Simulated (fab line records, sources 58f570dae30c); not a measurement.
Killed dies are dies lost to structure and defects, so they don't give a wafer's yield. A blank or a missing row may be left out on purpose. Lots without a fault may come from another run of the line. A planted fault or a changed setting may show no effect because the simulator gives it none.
Tool commonality check | flow berkeley_cmos170 | 15 lots, 45 wafers sampled

WHY IT WAS OPENED
At UCB170_PWELL_THK_MEAS_06 the reading PWELL_NITRIDE_THK is flagged on 3 of 15 lots. Wafers without a fault read 219.3 nm, standard deviation 2.2.
Rule: a lot is flagged when every wafer of it that has a number lies more than 4 standard deviations from that mean, or none has a number. The other lots count as sound.

lot  | measured    | on            | PWELL_NITRIDE_THK (nm), wafer by wafer | flag
L672 | day 3 00:14 | film_metro-03 | 218.4 220.0 220.5                      |
L674 | day 3 19:56 | film_metro-03 | 221.3 218.7 220.7                      |
L675 | day 4 02:55 | film_metro-03 | 218.6 218.9 218.7                      |
L676 | day 4 02:55 | film_metro-01 | 218.0 220.9 219.6                      |
L681 | day 4 23:23 | film_metro-04 | 217.0 216.8 213.0                      |
L680 | day 5 02:35 | film_metro-01 | 437.7 436.5 437.8                      | FLAGGED
L682 | day 5 12:15 | film_metro-03 | 221.4 218.3 219.5                      |
L683 | day 5 15:35 | film_metro-04 | 437.2 437.8 435.9                      | FLAGGED
L689 | day 6 16:16 | film_metro-04 | 219.6 220.3 220.1                      |
L688 | day 6 19:16 | film_metro-01 | 440.1 438.7 438.0                      | FLAGGED
L691 | day 7 07:42 | film_metro-01 | 220.8 222.6 222.5                      |
L690 | day 7 07:43 | film_metro-03 | 217.9 219.0 217.4                      |
L692 | day 7 18:39 | film_metro-03 | 222.0 221.8 220.8                      |
L693 | day 7 18:39 | film_metro-01 | 222.6 223.2 220.2                      |
L695 | day 8 05:04 | film_metro-03 | 215.5 219.5 218.4                      |
The numbers of the flagged lots are 437.7 nm on average: +218.4 nm against the usual, or +99 or more standard deviations.

WHICH TOOL RAN EACH LOT
The record holds 1 process step before the reading, out of a route of 331 steps. In each cell: the tool, then ch and the chambers that the sampled wafers went through, then the start.
lot  | flag    | UCB170_PWELL_CVD_05
L672 |         | lpcvd-02 ch 0, day 2 22:20
L674 |         | lpcvd-02 ch 1, day 3 18:00
L675 |         | lpcvd-02 ch 1, day 4 01:00
L676 |         | lpcvd-02 ch 0, day 4 01:00
L681 |         | lpcvd-02 ch 0, day 4 21:23
L680 | FLAGGED | lpcvd-02 ch 0, day 4 21:23 and lpcvd-01 ch 0, day 5 00:40
L682 |         | lpcvd-01 ch 1, day 5 09:19
L683 | FLAGGED | lpcvd-01 ch 0, day 5 09:19
L689 |         | lpcvd-02 ch 0, day 6 14:21
L688 | FLAGGED | lpcvd-02 ch 0, day 6 14:21 and lpcvd-01 ch 0, day 6 17:20
L691 |         | lpcvd-01 ch 0, day 7 05:47
L690 |         | lpcvd-01 ch 1, day 7 05:47
L692 |         | lpcvd-01 ch 0, day 7 15:46
L693 |         | lpcvd-01 ch 0, day 7 15:46
L695 |         | lpcvd-02 ch 0, day 8 03:09
What these steps do:
- UCB170_PWELL_CVD_05: deposits Si3N4 from SiH2Cl2/NH3, target thk 220 nm, time 3300 s.
- UCB170_PWELL_THK_MEAS_06

FLAGGED OVER TOTAL, TOOL BY TOOL (the gauges that took the reading come last)
step                     | tool          | lots run | flagged | share of the flagged lots | sound lots run after its first flagged lot
UCB170_PWELL_CVD_05      | lpcvd-01      | 8        | 3       | all                       | 5 (L682,L690,L691,L692,L693)
UCB170_PWELL_CVD_05      | lpcvd-02      | 9        | 2       | some                      | 2 (L689,L695)
UCB170_PWELL_THK_MEAS_06 | film_metro-01 | 5        | 2       | some                      | 2 (L691,L693)
UCB170_PWELL_THK_MEAS_06 | film_metro-03 | 7        | 0       | none                      | -
UCB170_PWELL_THK_MEAS_06 | film_metro-04 | 3        | 1       | some                      | 1 (L689)

WHAT THE TABLE ALLOWS
1 row of the table ran every flagged lot: lpcvd-01 at UCB170_PWELL_CVD_05.
- lpcvd-01 at UCB170_PWELL_CVD_05: 3 of its 8 lots flagged. Sound lots ran on it after the first flagged one (L682, L690, L691, L692, L693), which a lasting fault on the whole tool wouldn't allow.
No row of the table ran every flagged lot and no sound lot after the first.

WHAT THE SIMULATOR HAD PUT IN
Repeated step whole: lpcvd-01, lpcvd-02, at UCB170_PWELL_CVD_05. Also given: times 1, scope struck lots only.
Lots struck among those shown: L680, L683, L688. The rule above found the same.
